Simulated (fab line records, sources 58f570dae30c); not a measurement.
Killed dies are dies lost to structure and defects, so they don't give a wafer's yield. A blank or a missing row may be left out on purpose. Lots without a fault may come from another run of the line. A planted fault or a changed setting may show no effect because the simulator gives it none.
Chamber matching | flow berkeley_cmos170 | UCB170_ZERO_ETCH_06 on rie_diel-02: 4 sister chambers
The step etches SiO2 in CHF3/CF4/Ar, time 12 s. 4 wafers are shown with their chamber, then 7 later ones without.

WAFERS WITH THEIR CHAMBER
wafer  | chamber | throttle_valve_pct (%)
L313.2 | 0       | 9.40
L313.6 | 2       | 9.29
L316.2 | 3       | 8.97
L316.3 | 1       | 9.04

WAFERS WITHOUT THEIR CHAMBER
wafer  | throttle_valve_pct (%)
L316.4 | 9.30
L317.2 | 9.02
L317.3 | 9.39
L317.6 | 8.98
L319.2 | 9.29
L319.3 | 9.02
L319.5 | 9.29

WHICH CHAMBER EACH WENT THROUGH
wafer  | from the rows above | in truth
L316.4 | 2                   | 2
L317.2 | 1                   | 1
L317.3 | 0                   | 0
L317.6 | 3                   | 3
L319.2 | 2                   | 2
L319.3 | 1                   | 1
L319.5 | 2                   | 2
Placed correctly: 7 of 7. Can't be placed from these rows: 0. Placed wrongly: 0.
How it was worked out, from the rows above alone: a wafer's distance from a chamber is the root of the sum, over the readings, of the square of ((its reading less the chamber's mean) divided by the reading's scatter). The wafer belongs to the nearest chamber; if the next one is less than 2 further off, it can't be placed. A chamber's mean is the mean of its shown wafers. The scatter: with one shown wafer a chamber, the root of the mean of the squares of how far each hidden wafer lies from its nearest shown one.
